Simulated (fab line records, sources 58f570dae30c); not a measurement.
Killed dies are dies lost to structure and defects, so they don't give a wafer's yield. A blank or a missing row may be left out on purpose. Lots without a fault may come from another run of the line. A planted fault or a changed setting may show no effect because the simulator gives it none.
Problem report in the 8D (eight disciplines) form, filled by code | flow berkeley_cmos170 | the parts of the form that need people (team, actions taken, sign-off) are left out

1. THE PROBLEM
developer_temp_C at UCB170_PVT_DEVELOP_05 reads a mean of 19.04 C on 6 wafers of 2 lots; wafers without a fault read 21.01 C with a standard deviation of 0.11. That is -18 standard deviations from the usual mean.
The step: develop time 45 s.
First seen on wafer L345.2, day 9 13:00, on litho_track-04. The record holds 42 wafers of 14 lots with a number at this step. Rule for "out", or "out of limits": more than 4 standard deviations from the usual mean. The other wafers with a number count as sound.

2. WHAT IT IS AND WHAT IT IS NOT
question                    | is                     | is not
which readings at this step | developer_temp_C       | -
which lots                  | L344, L345             | L330, L331, L332, L333, L334, L335, L338, L346, L348, L349, L352, L353
which wafers of those lots  | all that have a number | -
read on which tools         | litho_track-04         | litho_track-01, litho_track-03
when                        | from day 9 13:00       | up to then (24 sound wafers); but 12 sound wafers of L348, L349, L352, L353 came after

3. SUSPECTS, AND WHAT RULES EACH OUT
Counting: a tool at a process step up to the reading stays a suspect if it ran every lot that is out and no sound lot after the first of them.
- litho_track-04 at UCB170_PVT_DEVELOP_05 (develop time 45 s): kept. It ran every lot that is out, first L345 (day 9 13:00), and no sound lot after that; its last sound lot up to then is L338 (day 8 10:00). Its own readings are out on those wafers: developer_temp_C.
Left after counting: litho_track-04 at UCB170_PVT_DEVELOP_05.

4. THE CAUSE (what the simulator had put in)
Process parameter drift: litho_track-04, from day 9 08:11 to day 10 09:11, at UCB170_PVT_DEVELOP_05. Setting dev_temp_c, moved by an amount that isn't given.
Counting left only this tool.

5. THE CHAIN OF EFFECTS, in route order
Each row: a reading whose mean over the struck wafers that have a number lies more than 3 standard deviations from the usual. Only readings for which the record gives a usual standard deviation are gone through. hours: the time from each lot's start at the first step in this table that gives one to its start at this step, as a median over the lots. sigmas: the change in usual standard deviations.
hours | step                  | reading          | usual   | on struck wafers | change | sigmas
0     | UCB170_PVT_DEVELOP_05 | developer_temp_C | 21.01 C | 19.04            | -1.97  | -18
The process steps in it:
- UCB170_PVT_DEVELOP_05: develop time 45 s.
Later measuring or inspecting steps at which every struck wafer that the step has a row for has a number for every such reading, and none has moved that far: UCB170_M1_OVL_MEAS_10, UCB170_V2_CD_MEAS_12.

6. WHAT WOULD HAVE CAUGHT IT SOONER
In this record the first reading out of limits was taken at day 9 13:00, 5 hours after the fault began at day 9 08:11.
